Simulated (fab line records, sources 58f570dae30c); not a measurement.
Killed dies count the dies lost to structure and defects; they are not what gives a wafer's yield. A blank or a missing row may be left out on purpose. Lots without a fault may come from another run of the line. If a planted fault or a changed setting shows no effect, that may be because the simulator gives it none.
The tool behind it: which one? ; flow berkeley_cmos170 ; 7 lots with 21 wafers sampled at 2 steps, on a route of 331 steps

WHAT THE GAUGES SHOWED, per wafer
UCB170_GATE_THK_MEAS_02.
lot;measured;on;GATE_OXIDE_THK (nm)
L937;day 7 17:10;film_metro-01;6.71 6.66 6.79
L938;day 7 17:10;film_metro-02;6.57 6.58 6.53
L941;day 8 07:13;film_metro-03;6.55 6.66 6.76
L944;day 8 15:51;film_metro-02;6.76 6.76 6.74
L951;day 10 19:12;film_metro-02;6.90 6.81 6.76
L957;day 12 02:47;film_metro-02;6.27 6.33 6.36
L959;day 12 09:00;film_metro-02;6.65 6.70 6.54

WHAT TOOL EACH LOT RAN ON (gives the tool, then ch and the chambers of the sampled wafers, and finally the start)
lot;UCB170_NVT_IMPLANT_07
L937;implanter-02 ch 0, day 7 02:52
L938;implanter-01 ch 0, day 7 10:14
L941;implanter-02 ch 0, day 7 20:58
L944;implanter-01 ch 0, day 8 07:48
L951;implanter-03 ch 0, day 10 10:15
L957;implanter-01 ch 0, day 11 15:47
L959;implanter-02 ch 0, day 11 20:31
- UCB170_NVT_IMPLANT_07

THE ANSWER, worked out from the rows above alone
Rule: what is usual is taken from the lots themselves. Put in order of their means at a reading, lots are off if they are a third of the lots or fewer, leave a main group of 4 or more, and stand apart from it by a gap of 3 or more times the standard deviation of the main group's means; of several such gaps the widest counts. If all means in a main group match to the digits the tables above print for the reading, that group is not used. A lot without any number at a reading at which 4 lots or more have one is off too. All remaining lots with rows at the step are treated as sound.
Nothing can be told from this: no lot is off at any reading shown.

WHAT WAS PUT IN BY THE SIMULATOR
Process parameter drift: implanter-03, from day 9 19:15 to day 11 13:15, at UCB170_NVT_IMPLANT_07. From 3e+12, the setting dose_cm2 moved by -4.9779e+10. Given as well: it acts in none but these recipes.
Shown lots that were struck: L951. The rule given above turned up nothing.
